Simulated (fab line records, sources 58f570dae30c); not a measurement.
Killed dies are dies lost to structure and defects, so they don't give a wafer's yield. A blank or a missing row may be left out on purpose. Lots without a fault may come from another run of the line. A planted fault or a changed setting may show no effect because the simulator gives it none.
Which tool did it? | flow berkeley_cmos170 | 15 lots, 43 wafers sampled, at 4 steps of a route of 331

WHAT THE GAUGES READ, wafer by wafer
UCB170_V2_CD_MEAS_90: target cd 700 nm. Usual: cd_nm 700.1 nm, standard deviation 1.4.
lot  | measured     | on        | cd_nm (nm)        | flag
L478 | day 7 10:05  | cd_sem-02 | 700.4 700.0 700.6 |
L479 | day 7 15:15  | cd_sem-01 | 698.6 698.0 698.2 |
L481 | day 8 00:55  | cd_sem-02 | 698.8 698.5 698.0 |
L483 | day 8 01:36  | cd_sem-02 | 700.4 699.8 700.1 |
L482 | day 8 01:47  | cd_sem-01 | 698.0 700.4 699.7 |
L484 | day 8 14:46  | cd_sem-02 | 699.5 699.0 699.8 |
L485 | day 8 23:55  | cd_sem-02 | 700.7 701.0 699.8 |
L487 | day 9 19:18  | cd_sem-01 | 699.9 699.2 700.9 |
L490 | day 9 20:31  | cd_sem-01 | 698.4 701.1 699.2 |
L489 | day 9 20:50  | cd_sem-02 | 699.7 697.3       |
L491 | day 10 03:50 | cd_sem-01 | 702.2 700.8       |
L496 | day 11 12:21 | cd_sem-01 | 700.5 700.9 700.5 |
L499 | day 12 11:17 | cd_sem-02 | 703.1 701.6 703.1 |
L500 | day 12 19:08 | cd_sem-01 | 698.6 699.4 697.7 |
L501 | day 12 19:31 | cd_sem-01 | 701.0 700.5 701.5 |

WHICH TOOL RAN EACH LOT (tool, then ch and the chambers of the sampled wafers, then the start)
lot  | UCB170_ACTIVE_CLEAN_17         | UCB170_M2_SPUTTER_01         | UCB170_M2_ETCH_17
L478 | wet_bench-02 ch 3, day 4 06:59 | pvd_sputter-04, day 7 03:57  | rie_diel-02 ch 1,3, day 7 06:09
L479 | wet_bench-03 ch 1, day 4 09:10 | pvd_sputter-04, day 7 08:29  | rie_diel-04 ch 1,3, day 7 12:14
L481 | wet_bench-03 ch 3, day 4 12:35 | pvd_sputter-03, day 7 20:02  | rie_diel-02 ch 1,2,3, day 7 22:09
L483 | wet_bench-02 ch 1, day 4 15:06 | pvd_sputter-01, day 7 20:08  | rie_diel-04 ch 1,2,3, day 7 22:23
L482 | wet_bench-02 ch 0, day 4 15:17 | pvd_sputter-04, day 7 20:19  | rie_diel-01 ch 0,1,3, day 7 22:38
L484 | wet_bench-02 ch 1, day 5 04:55 | pvd_sputter-01, day 8 09:39  | rie_diel-01 ch 0,1,3, day 8 12:01
L485 | wet_bench-02 ch 1, day 5 18:59 | pvd_sputter-01, day 8 18:58  | rie_diel-02 ch 2,3, day 8 20:58
L487 | wet_bench-04 ch 3, day 6 02:29 | pvd_sputter-01, day 9 14:38  | rie_diel-01 ch 0,1,3, day 9 16:38
L490 | wet_bench-02 ch 3, day 6 03:58 | pvd_sputter-03, day 9 15:16  | rie_diel-02 ch 0,1,3, day 9 17:29
L489 | wet_bench-02 ch 2, day 6 04:14 | pvd_sputter-01, day 9 15:29  | rie_diel-01 ch 0,3, day 9 17:44
L491 | wet_bench-02 ch 3, day 6 16:25 | pvd_sputter-01, day 9 23:02  | rie_diel-01 ch 0,2, day 10 01:01
L496 | wet_bench-04 ch 1, day 8 02:21 | pvd_sputter-04, day 11 07:04 | rie_diel-01 ch 1,2,3, day 11 09:42
L499 | wet_bench-03 ch 2, day 8 18:36 | pvd_sputter-01, day 12 05:47 | rie_diel-04 ch 1,2,3, day 12 08:25
L500 | wet_bench-04 ch 0, day 9 02:10 | pvd_sputter-04, day 12 14:01 | rie_diel-02 ch 0,1, day 12 16:28
L501 | wet_bench-03 ch 2, day 9 04:43 | pvd_sputter-01, day 12 14:18 | rie_diel-04 ch 0,1,2, day 12 16:43
- UCB170_ACTIVE_CLEAN_17: cleans in SPM, time 600 s.
- UCB170_M2_SPUTTER_01: material Al, target thk 900 nm, time 120 s.
- UCB170_M2_ETCH_17: etches BARC in N2/H2.

WHAT THE TOOLS THEMSELVES READ (means of the sampled wafers that have a number; where no wafer has one, the mark that the record gives instead)
UCB170_ACTIVE_CLEAN_17. Usual: temp_c 119.99 C, standard deviation 0.14.
lot  | tool         | temp_c (C) | flag
L478 | wet_bench-02 | 120.01     |
L479 | wet_bench-03 | 119.90     |
L481 | wet_bench-03 | 120.14     |
L483 | wet_bench-02 | 119.94     |
L482 | wet_bench-02 | 120.11     |
L484 | wet_bench-02 | 119.73     |
L485 | wet_bench-02 | 119.97     |
L487 | wet_bench-04 | 120.09     |
L490 | wet_bench-02 | 120.04     |
L489 | wet_bench-02 | 119.98     |
L491 | wet_bench-02 | 119.84     |
L496 | wet_bench-04 | 120.07     |
L499 | wet_bench-03 | 119.97     |
L500 | wet_bench-04 | 119.98     |
L501 | wet_bench-03 | 119.85     |

UCB170_M2_SPUTTER_01. Usual: throttle_valve_pct 30.1 %, standard deviation 1.1.
lot  | tool           | throttle_valve_pct (%) | flag
L478 | pvd_sputter-04 | 29.7                   |
L479 | pvd_sputter-04 | 29.6                   |
L481 | pvd_sputter-03 | 31.5                   |
L483 | pvd_sputter-01 | 30.9                   |
L482 | pvd_sputter-04 | 29.9                   |
L484 | pvd_sputter-01 | 30.4                   |
L485 | pvd_sputter-01 | 29.6                   |
L487 | pvd_sputter-01 | 30.6                   |
L490 | pvd_sputter-03 | 29.3                   |
L489 | pvd_sputter-01 | 30.9                   |
L491 | pvd_sputter-01 | 30.8                   |
L496 | pvd_sputter-04 | 29.8                   |
L499 | pvd_sputter-01 | 30.3                   |
L500 | pvd_sputter-04 | 29.9                   |
L501 | pvd_sputter-01 | 31.0                   |

UCB170_M2_ETCH_17. Usual: drypump_motor_current_A 5.7 A, standard deviation 0.49; oes_product_au 1.006 a.u., standard deviation 0.025; throttle_valve_pct 13.29 %, standard deviation 0.15.
lot  | tool        | drypump_motor_current_A (A) | oes_product_au (a.u.) | throttle_valve_pct (%) | flag
L478 | rie_diel-02 | 5.9                         | 0.980                 | 13.39                  |
L479 | rie_diel-04 | 5.6                         | 1.009                 | 13.27                  |
L481 | rie_diel-02 | 5.7                         | 0.987                 | 13.43                  |
L483 | rie_diel-04 | 5.4                         | 1.024                 | 13.25                  |
L482 | rie_diel-01 | 5.7                         | 0.996                 | 13.25                  |
L484 | rie_diel-01 | 5.6                         | 0.998                 | 13.26                  |
L485 | rie_diel-02 | 5.9                         | 0.992                 | 13.50                  |
L487 | rie_diel-01 | 5.6                         | 0.996                 | 13.25                  |
L490 | rie_diel-02 | 6.0                         | 0.993                 | 13.36                  |
L489 | rie_diel-01 | 5.5                         | 0.994                 | 13.38                  |
L491 | rie_diel-01 | 5.2                         | 1.010                 | 13.48                  |
L496 | rie_diel-01 | 5.8                         | 1.031                 | 13.18                  |
L499 | rie_diel-04 | 5.5                         | 1.012                 | 13.23                  |
L500 | rie_diel-02 | 5.7                         | 0.982                 | 13.27                  |
L501 | rie_diel-04 | 5.8                         | 1.008                 | 13.23                  |

THE ANSWER, worked out from the rows above alone
Rule: a lot is off if the mean of its wafers that have a number lies more than 3 standard deviations from the usual mean. A lot without any number at a reading at which 4 lots or more have one is off too. The other lots that the step has rows for count as sound. The gauges are gone through in route order, then the tools' own readings, and for those a lot's mean is taken as printed above. The first step at which some lot is off is used, and at that step the reading that is off furthest; a lot without a number counts as furthest.
No lot is off at any reading shown: from this, nothing can be told.

WHAT THE SIMULATOR HAD PUT IN
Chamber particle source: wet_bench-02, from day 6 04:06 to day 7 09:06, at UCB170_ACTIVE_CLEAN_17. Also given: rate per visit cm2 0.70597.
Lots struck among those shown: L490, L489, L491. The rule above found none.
